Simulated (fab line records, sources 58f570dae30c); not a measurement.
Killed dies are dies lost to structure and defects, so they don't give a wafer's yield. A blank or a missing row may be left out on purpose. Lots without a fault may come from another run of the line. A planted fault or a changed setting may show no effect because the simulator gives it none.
Chamber matching | flow berkeley_cmos170 | UCB170_V2_ETCH_14 on rie_diel-01: 4 sister chambers
The step etches SiO2 in CHF3/CF4/Ar, stops on Al, target depth 1250 nm, time 291 s. 8 wafers are shown with their chamber, then 6 later ones without.

WAFERS WITH THEIR CHAMBER
wafer  | chamber | throttle_valve_pct (%) | drypump_motor_current_A (A)
L335.5 | 0       | 6.93                   | 5.9
L340.6 | 2       | 6.82                   | 6.2
L345.2 | 3       | 6.92                   | 5.1
L345.4 | 1       | 7.03                   | 6.0
L345.6 | 3       | 6.92                   | 5.2
L349.2 | 2       | 6.84                   | 6.2
L349.3 | 0       | 6.91                   | 6.0
L349.4 | 1       | 7.04                   | 6.0

WAFERS WITHOUT THEIR CHAMBER
wafer  | throttle_valve_pct (%) | drypump_motor_current_A (A)
L351.2 | 6.83                   | 6.1
L351.3 | 7.04                   | 6.0
L351.6 | 7.05                   | 6.0
L352.1 | 7.02                   | 6.0
L352.4 | 6.92                   | 6.0
L352.6 | 6.83                   | 6.1

WHICH CHAMBER EACH WENT THROUGH
wafer  | from the rows above | in truth
L351.2 | 2                   | 2
L351.3 | 1                   | 1
L351.6 | 1                   | 1
L352.1 | 1                   | 1
L352.4 | 0                   | 0
L352.6 | 2                   | 2
Placed correctly: 6 of 6. Can't be placed from these rows: 0. Placed wrongly: 0.
How it was worked out, from the rows above alone: a wafer's distance from a chamber is the root of the sum, over the readings, of the square of ((its reading less the chamber's mean) divided by the reading's scatter). The wafer belongs to the nearest chamber; if the next one is less than 2 further off, it can't be placed. A chamber's mean is the mean of its shown wafers. The scatter: the root of (the sum of the squares of (reading less its chamber's mean) over the shown wafers, divided by (wafers less chambers)).
